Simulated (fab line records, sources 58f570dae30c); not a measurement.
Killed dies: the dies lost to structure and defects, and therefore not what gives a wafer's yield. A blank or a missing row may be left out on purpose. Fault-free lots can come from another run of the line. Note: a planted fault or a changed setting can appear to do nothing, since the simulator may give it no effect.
A lot that was struck, set against a sound lot || flow berkeleyCmos170 || 6 steps out of a route of 331
Sound: wafers L640.1, L640.4, L640.6. Wafers L649.1, L649.3, L649.6 were the ones struck. The cause is named last.
Each step with rows lists, per side, the tool, then ch with its chambers, then its first start. Under that, the readings that differ: sound wafers || struck wafers || difference of the means || sigmas: that difference in standard deviations of wafers without a fault.
alike: readings with means less than 2 such deviations apart, plus words and numbers identical on both sides. not compared: withheld readings, readings lacking a value on some wafer, bounds such as >300 that could conceal the same value, and numbers that have no deviation in the record and whose values overlap.
The two part at a step that has a row with sigmas, a row that says differs or no value, or rows on one side only. Numbers that don't overlap but have no deviation are shown without sigmas and don't part them. Lack of a reading on every wafer of one side parts them only where that side has two or more wafers.

UCB170_START_BOW_MEAS_00:
  sound: filmMetro-02 at day 2 01:00; struck: filmMetro-02 at day 3 22:00
  alike: INCOMING_BOW
then, 1 step without rows for these wafers: UCB170_START_CLEAN_01 (cleans in dHF, time 60 s).
UCB170_START_OXIDATION_02: target thk 20 nm, ox time 1800 s.
  sound on furnace-02 ch 0, day 2 05:44; struck on furnace-01 ch 0, day 4 04:16
  alike: tube_center_temp_C_max
UCB170_START_THK_MEAS_03:
  sound: filmMetro-03 at day 2 07:14; struck: filmMetro-03 at day 4 05:46
{"reading": "START_OXIDE_THK (nm)", "sound": "21.6 21.6 21.8", "struck": "31.5 31.8 31.6", "difference": "+10.0", "sigmas": "+28"}
then, 2 steps without rows for these wafers: UCB170_START_ANNEAL_04 (time 1200 s); UCB170_M3_PROBE_99.

== WHERE THEY PART ==
At UCB170_START_THK_MEAS_03 and nowhere else, as far as this record goes.

WHY: what had been put in by the simulator
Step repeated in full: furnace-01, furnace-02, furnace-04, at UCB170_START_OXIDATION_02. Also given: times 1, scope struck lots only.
